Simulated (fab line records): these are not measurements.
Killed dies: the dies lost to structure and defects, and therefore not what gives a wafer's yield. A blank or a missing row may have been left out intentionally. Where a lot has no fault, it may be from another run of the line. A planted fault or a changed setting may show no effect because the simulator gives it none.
A lot that was struck, set against a sound lot / flow berkeleyCmos170 / 15 steps out of a route of 331
Sound: these wafers, L606.2, L606.5, L606.6. The struck wafers were L614.1, L614.2, L614.3. The cause comes at the end.
At each step with rows: each side's tool, then ch and its chambers, then its first start. Under that, the readings that differ: sound wafers / struck wafers / difference of the means / sigmas: that difference in standard deviations of wafers without a fault.
alike: readings with means less than 2 such deviations apart, plus words and numbers identical on both sides. not compared: withheld readings, readings lacking a value on some wafer, bounds such as >300 that could conceal the same value, and numbers that have no deviation in the record and whose values overlap.
A row with sigmas, a row that says differs or no value, or rows on one side alone: a step with any of these is where the two part. When numbers do not overlap yet have no deviation, they are printed without sigmas and do not part them. Lack of a reading on every wafer of one side parts them only where that side has two or more wafers.

UCB170_ACTIVE_OVL_MEAS_14:
  sound: overlay-01 at day 6 10:10; struck: overlay-02 at day 7 18:07
  alike: ACTIVE_OVL
UCB170_ACTIVE_ETCH_15: etches Si3N4 in CH3F/Ar/O2, stops on SiO2, target depth 242 nm, time 151 s.
  sound on rieDiel-02 ch 1,2,3, day 6 10:12; struck on rieDiel-01 ch 1,2,3, day 7 18:10
  alike: drypumpMotorCurrentA, mfcArSccm, oesProductAu, throttleValvePct
  not compared: rfHoursCounterH
UCB170_ACTIVE_STRIP_16: strips in O2.
  sound on plasmaAsher-03 ch 0,1, day 6 10:18; struck on plasmaAsher-04 ch 0,1, day 7 18:16
  alike: drypumpMotorCurrentA, oesProductAu, stripTimeToEndpointS
  not compared: rfHoursCounterH
UCB170_ACTIVE_CD_MEAS_90 targets a cd of 1200 nm.
  sound: cdSem-02 at day 6 10:31; struck: cdSem-02 at day 7 18:22
  alike: cdNm
then, 7 steps without rows for these wafers: UCB170_ACTIVE_CLEAN_17 (cleans in SPM, time 600 s); UCB170_PFIELD_HMDS_00 (prime time 60 s); UCB170_PFIELD_COAT_01 (resist thk 900 nm); UCB170_PFIELD_SOFTBAKE_02 (time 60 s); UCB170_PFIELD_EXPOSE_03 (exposes mask PFIELD, target cd 1500 nm); UCB170_PFIELD_PEB_04; UCB170_PFIELD_DEVELOP_05 (develop time 45 s).
UCB170_PFIELD_OVL_MEAS_06:
  sound: overlay-01 at day 6 12:26; struck: overlay-01 at day 7 20:06
  alike: PFIELD_OVL
UCB170_PFIELD_IMPLANT_07:
  sound on implanter-02 ch 0, day 6 12:30; struck on implanter-02 ch 0, day 7 20:08
reading=tiltDeg (degrees); sound=6.984 7.046 7.003; struck=4.068 4.080 4.073; difference=-2.937; sigmas=-99 or more
  alike: doseIonsCm2
UCB170_PFIELD_STRIP_08: strips in O2.
  sound on plasmaAsher-04 ch 0,1, day 6 12:37; struck on plasmaAsher-04 ch 0,1, day 7 20:17
  alike: drypumpMotorCurrentA, oesProductAu, stripTimeToEndpointS
  not compared: rfHoursCounterH
-- the record jumps here: 4 days lie between the struck wafers' starts before and after (it left off in module PFIELD and takes up again in module M3, whose first step shown is number 331 of the route) --
UCB170_M3_PROBE_99:
  only the struck wafers here have rows in the record (prober-01, day 11 15:25); the sound ones have none

WHERE THEY PART
Last at UCB170_M3_PROBE_99 as far as this record goes, first at UCB170_PFIELD_IMPLANT_07.

WHY: whatever the simulator had introduced
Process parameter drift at UCB170_PFIELD_IMPLANT_07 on implanter-02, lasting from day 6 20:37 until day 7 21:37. From 7, the setting tiltDeg moved by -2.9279. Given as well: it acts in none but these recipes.
